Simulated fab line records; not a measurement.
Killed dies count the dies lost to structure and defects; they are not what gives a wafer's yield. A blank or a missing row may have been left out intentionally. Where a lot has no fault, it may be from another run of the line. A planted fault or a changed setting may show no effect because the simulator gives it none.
Which tool was responsible?	flow rit_cmos	14 lots with 42 wafers sampled at 2 steps, on a route of 202 steps

== WHAT EACH GAUGE READ, for each wafer ==
RIT_GATE_CD_MEAS_90: target cd 150 nm. Usual: cd_nm 150.4 nm, standard deviation 2.5.
lot	measured	on	cd_nm (nm)	flag
L266	day 2 22:25	cd_sem-02	149.1 148.0 150.0	
L267	day 3 01:46	cd_sem-01	153.5 154.3 152.2	
L268	day 3 10:56	cd_sem-02	151.9 154.3 153.5	
L269	day 3 15:21	cd_sem-01	148.5 147.3 147.3	
L272	day 4 08:43	cd_sem-01	- - -	OFF
L273	day 4 11:23	cd_sem-02	- - -	OFF
L280	day 5 20:06	cd_sem-02	149.1 149.6 150.5	
L282	day 6 05:56	cd_sem-01	147.9 147.8 148.2	
L283	day 6 07:35	cd_sem-02	153.6 152.2 152.4	
L284	day 6 18:29	cd_sem-02	152.0 150.8 152.4	
L285	day 6 21:39	cd_sem-01	144.3 145.0 144.3	
L286	day 7 00:07	cd_sem-01	154.1 150.9 151.6	
L287	day 7 04:22	cd_sem-02	149.2 148.3 149.4	
L288	day 7 12:38	cd_sem-01	150.8 152.0 150.8	

== WHAT TOOL EACH LOT RAN ON (gives the tool, then ch and the chambers of the sampled wafers, and finally the start) ==
lot	RIT_GATE_ETCH_19
L266	rie_si-02 ch 0,3, day 2 22:07
L267	rie_si-01 ch 0,1, day 3 01:28
L268	rie_si-02 ch 0,2,3, day 3 10:38
L269	rie_si-01 ch 0,1,3, day 3 15:01
L272	rie_si-02 ch 0,2, day 4 08:26
L273	rie_si-01 ch 1,3, day 4 11:07
L280	rie_si-02 ch 1,2,3, day 5 19:46
L282	rie_si-02 ch 1,2,3, day 6 05:38
L283	rie_si-01 ch 0,1, day 6 07:18
L284	rie_si-02 ch 0,2, day 6 18:12
L285	rie_si-01 ch 0,2,3, day 6 21:22
L286	rie_si-02 ch 0,1,2, day 6 23:48
L287	rie_si-01 ch 1,2,3, day 7 04:04
L288	rie_si-02 ch 1,2, day 7 12:19
- RIT_GATE_ETCH_19: etches poly-Si in SF6/CHF3/O2, stops on SiO2, time 165 s, target depth 312.5 nm.

== AS READ BY THE TOOLS THEMSELVES (means over the sampled wafers that have a number; for cases with no such wafer, the mark the record gives instead) ==
RIT_GATE_ETCH_19. Usual: CHF3_flow_sccm 29.99 sccm, standard deviation 0.083; O2_flow_sccm 4.998 sccm, standard deviation 0.017; SF6_flow_sccm 30.01 sccm, standard deviation 0.089; drypump_motor_current_A 5.7 A, standard deviation 0.37; he_backside_leak_sccm 2.7 sccm, standard deviation 0.38; oes_product_au 0.847 a.u., standard deviation 0.0086; throttle_valve_pct 10.26 %, standard deviation 0.12.
lot	tool	CHF3_flow_sccm (sccm)	O2_flow_sccm (sccm)	SF6_flow_sccm (sccm)	drypump_motor_current_A (A)	he_backside_leak_sccm (sccm)	oes_product_au (a.u.)	throttle_valve_pct (%)	flag
L266	rie_si-02	29.96	4.988	30.09	5.3	3.1	0.848	10.41	
L267	rie_si-01	29.95	5.011	30.06	5.6	2.6	0.856	10.29	
L268	rie_si-02	29.96	5.007	30.01	5.6	2.7	0.846	10.28	
L269	rie_si-01	29.99	4.992	29.98	5.7	2.6	0.850	10.30	
L272	rie_si-02	-	-	-	-	-	-	-	OFF
L273	rie_si-01	-	-	-	-	-	-	-	OFF
L280	rie_si-02	29.95	4.998	30.01	5.7	2.6	0.849	10.20	
L282	rie_si-02	30.02	4.995	30.01	5.7	2.5	0.842	10.19	
L283	rie_si-01	29.88	5.008	30.06	5.6	2.5	0.854	10.30	
L284	rie_si-02	29.99	4.995	29.96	5.8	3.5	0.848	10.24	
L285	rie_si-01	30.01	4.996	30.08	5.9	3.0	0.849	10.24	
L286	rie_si-02	30.05	4.986	29.93	5.6	2.7	0.838	10.28	
L287	rie_si-01	29.96	5.003	30.01	5.7	2.9	0.842	10.23	
L288	rie_si-02	30.02	5.005	30.07	5.8	2.7	0.845	10.18	

== THE ANSWER, worked out from the rows above alone ==
Rule: a lot counts as off when the mean over its wafers that have a number is more than 3 standard deviations away from the usual mean. Also off: a lot with no number at a reading for which 4 or more lots have one. Any other lot the step has rows for is counted as sound. Order of review: gauges by route order, followed by the tools' own readings, for which a lot's mean as printed above is used. The first step at which some lot is off is used, and at that step the reading that is off furthest; a lot without a number counts as furthest.
Off: L272, L273, at RIT_GATE_CD_MEAS_90 (cd_nm). Without a number there: L272, L273.
If a tool, at a process step before that reading, ran all the lots that are off and no sound lot after the first of them, it fits. Not tried: the gauges at RIT_GATE_CD_MEAS_90; whatever is off there is also off at RIT_GATE_ETCH_19, on other tools, and gauge error can't account for it. Of those tried, none fits.

== WHAT WAS PUT IN BY THE SIMULATOR ==
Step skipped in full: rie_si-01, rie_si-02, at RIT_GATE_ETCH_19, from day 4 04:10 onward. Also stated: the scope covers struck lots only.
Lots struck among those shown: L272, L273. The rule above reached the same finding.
